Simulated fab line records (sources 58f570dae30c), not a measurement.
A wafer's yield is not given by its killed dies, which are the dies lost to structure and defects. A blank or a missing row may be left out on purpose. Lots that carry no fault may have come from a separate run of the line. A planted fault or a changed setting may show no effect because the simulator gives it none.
Struck lot and sound lot, side by side :: flow berkeley cmos170 :: 14 steps out of a route of 331
Sound: these wafers, L767.2, L767.3, L767.4. Wafers L782.3, L782.4, L782.5 were the ones struck. The cause comes at the end.
Each step with rows lists, per side, the tool, then ch with its chambers, then its first start. Under that, the readings that differ: sound wafers :: struck wafers :: difference of the means :: sigmas: that difference in standard deviations of wafers without a fault.
alike: a reading whose means differ by less than 2 such deviations, as well as words and numbers matching on both sides. not compared: withheld readings; readings where some wafer has no value; bounds like >300 that might hide an equal value; numbers whose values overlap and for which the record gives no deviation.
The two part at a step that has a row with sigmas, a row that says differs or no value, or rows on one side only. When numbers do not overlap yet have no deviation, they are printed without sigmas and do not part them. A reading that every wafer of one side lacks parts them only if that side has two wafers or more.

first, 2 steps without rows for these wafers: UCB170_GATE_ANNEAL_03 (time 1800 s); UCB170_GATE_CVD_04 (deposits poly-Si from SiH4, time 1440 s, target thk 214 nm).
UCB170_GATE_THK_MEAS_05:
  sound: film metro-04 at day 6 23:50; struck: film metro-01 at day 9 18:55
  alike: GATE_POLY_THK
then, 6 steps without rows for these wafers: UCB170_GATE_COAT_06; UCB170_GATE_COAT_07 (resist thk 900 nm); UCB170_GATE_SOFTBAKE_08 (time 60 s); UCB170_GATE_EXPOSE_09 (exposes mask POLY, target cd 350 nm); UCB170_GATE_PEB_10; UCB170_GATE_DEVELOP_11 (develop time 45 s).
UCB170_GATE_CD_MEAS_12: the cd target is 350 nm.
  sound: cd sem-01 at day 7 00:45; struck: cd sem-02 at day 9 20:18
  alike: cd nm
UCB170_GATE_OVL_MEAS_13:
  sound: overlay-01 at day 7 00:51; struck: overlay-01 at day 9 20:23
  alike: GATE_OVL
UCB170_GATE_ETCH_14: etches BARC in N2/H2.
  sound on rie diel-02 ch 0,1,2, day 7 00:53; struck on rie diel-01 ch 1,3, day 9 20:25
  alike: drypump motor current A, oes product au, throttle valve pct
UCB170_GATE_ETCH_15: etches poly-Si in HBr/Cl2, stops on SiO2, time 56.3 s, target depth 278.2 nm.
  sound on rie si-01 ch 0,1, day 7 00:55; struck on rie si-01 ch 1,2,3, day 9 20:28
reading: oes product au (a.u.)
sound: 0.809 0.828 0.803
struck: 0.977 0.997 0.983
difference: +0.172
sigmas: +10

reading: run length s (s)
sound: 85.1 85.2 85.0
struck: 61.9 62.1 62.7
difference: -22.9
sigmas: -46

reading: model.GATE.feature depth nm (nm)
sound: 214.9 215.6 214.3
struck: 165 166.7 168.4
difference: -48
sigmas: 

reading: model.etch.depth nm (nm)
sound: 214.9 215.6 214.3
struck: 165 166.7 168.4
difference: -48
sigmas: 

reading: model.KrF_of_GATE_COAT_07.thk nm (nm)
sound: 776 773.3 777.1
struck: 823.2 822 821.3
difference: +46.7
sigmas: 
  alike: drypump motor current A, he backside leak sccm, mfc cl2 sccm, throttle valve pct
  not compared: rf hours counter h
UCB170_GATE_STRIP_16: strips in O2.
  sound on plasma asher-04 ch 0,1, day 7 00:58; struck on plasma asher-03 ch 0,1, day 9 20:32
  alike: drypump motor current A, oes product au
  not compared: rf hours counter h

WHERE THEY PART
Within this record, at UCB170_GATE_ETCH_15 only. Later steps at which nothing parts them and some readings are alike: UCB170_GATE_STRIP_16.

WHY: the cause the simulator had injected
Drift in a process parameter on rie si-01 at UCB170_GATE_ETCH_15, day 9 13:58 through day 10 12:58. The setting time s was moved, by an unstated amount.
